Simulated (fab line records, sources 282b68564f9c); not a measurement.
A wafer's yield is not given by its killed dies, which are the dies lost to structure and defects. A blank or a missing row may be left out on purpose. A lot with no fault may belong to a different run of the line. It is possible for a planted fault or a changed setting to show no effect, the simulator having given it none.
Matching of chambers    flow rit cmos    rie si-02 running RIT_GATE_ETCH_19: 4 sister chambers
The step etches poly-Si in SF6/CHF3/O2, stops on SiO2, time 165 s, target depth 312.5 nm. 4 wafers are shown with their chamber, then 7 later ones without.

## WAFERS WITH THEIR CHAMBER
wafer   chamber  throttle valve pct (%)
L661.5  2        10.35
L663.6  3        10.37
L669.2  0        10.22
L669.4  1        10.15

## WAFERS WITHOUT THEIR CHAMBER
wafer   throttle valve pct (%)
L669.5  10.21
L673.2  10.13
L673.3  10.35
L673.6  10.35
L679.1  10.23
L679.4  10.38
L679.6  10.20

## EACH ONE'S CHAMBER
wafer   from the rows above      in truth
L669.5  0                        0
L673.2  1                        1
L673.3  can't be placed: 2 or 3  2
L673.6  can't be placed: 2 or 3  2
L679.1  0                        0
L679.4  can't be placed: 3 or 2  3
L679.6  0                        0
Correct placement for 4 of the 7. Cannot be placed on the basis of these rows: 3; the candidates contain the true chamber in 3. Number placed wrongly: 0.
How it was worked out, from the rows above alone: a wafer's distance from a chamber is the root of the sum, over the readings, of the square of ((its reading less the chamber's mean) divided by the reading's scatter). The wafer belongs to the nearest chamber; if the next one is less than 2 further off, it can't be placed. For every chamber, the mean is computed from those of its wafers that are shown. The scatter: with one shown wafer a chamber, the root of the mean of the squares of how far each hidden wafer lies from its nearest shown one.
